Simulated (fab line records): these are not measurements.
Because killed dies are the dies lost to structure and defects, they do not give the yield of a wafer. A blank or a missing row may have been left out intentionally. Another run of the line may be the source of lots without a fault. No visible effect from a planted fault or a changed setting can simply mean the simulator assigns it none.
Chamber matching	flow berkeley-cmos170	rie-diel-01 running UCB170_M3_ETCH_17: 4 sister chambers
The step etches BARC in N2/H2. 4 wafers are shown with their chamber, then 7 later ones without.

## WAFERS PAIRED WITH THEIR CHAMBERS
wafer	chamber	drypump-motor-current-A (A)
L923.3	1	4.9
L919.3	2	5.8
L929.1	0	6.4
L929.2	3	5.1

## WAFERS WITHOUT THEIR CHAMBER
wafer	drypump-motor-current-A (A)
L929.5	5.9
L933.3	6.4
L933.4	4.9
L933.6	5.9
L934.3	4.9
L934.4	6.4
L934.5	4.9

## EACH ONE'S CHAMBER
wafer	from the rows above	in truth
L929.5	2	2
L933.3	0	0
L933.4	1	1
L933.6	2	2
L934.3	1	1
L934.4	0	0
L934.5	1	1
Correctly placed: 7 of 7. Not placeable from these rows: 0. Wrongly placed: 0.
How it was worked out, from the rows above alone: a wafer's distance from a chamber is the root of the sum, over the readings, of the square of ((its reading less the chamber's mean) divided by the reading's scatter). The wafer belongs to the nearest chamber; if the next one is less than 2 further off, it can't be placed. A chamber's mean is the mean of its shown wafers. The scatter (one wafer shown for each chamber): square how far every hidden wafer sits from the nearest shown wafer, average those squares and take the square root.
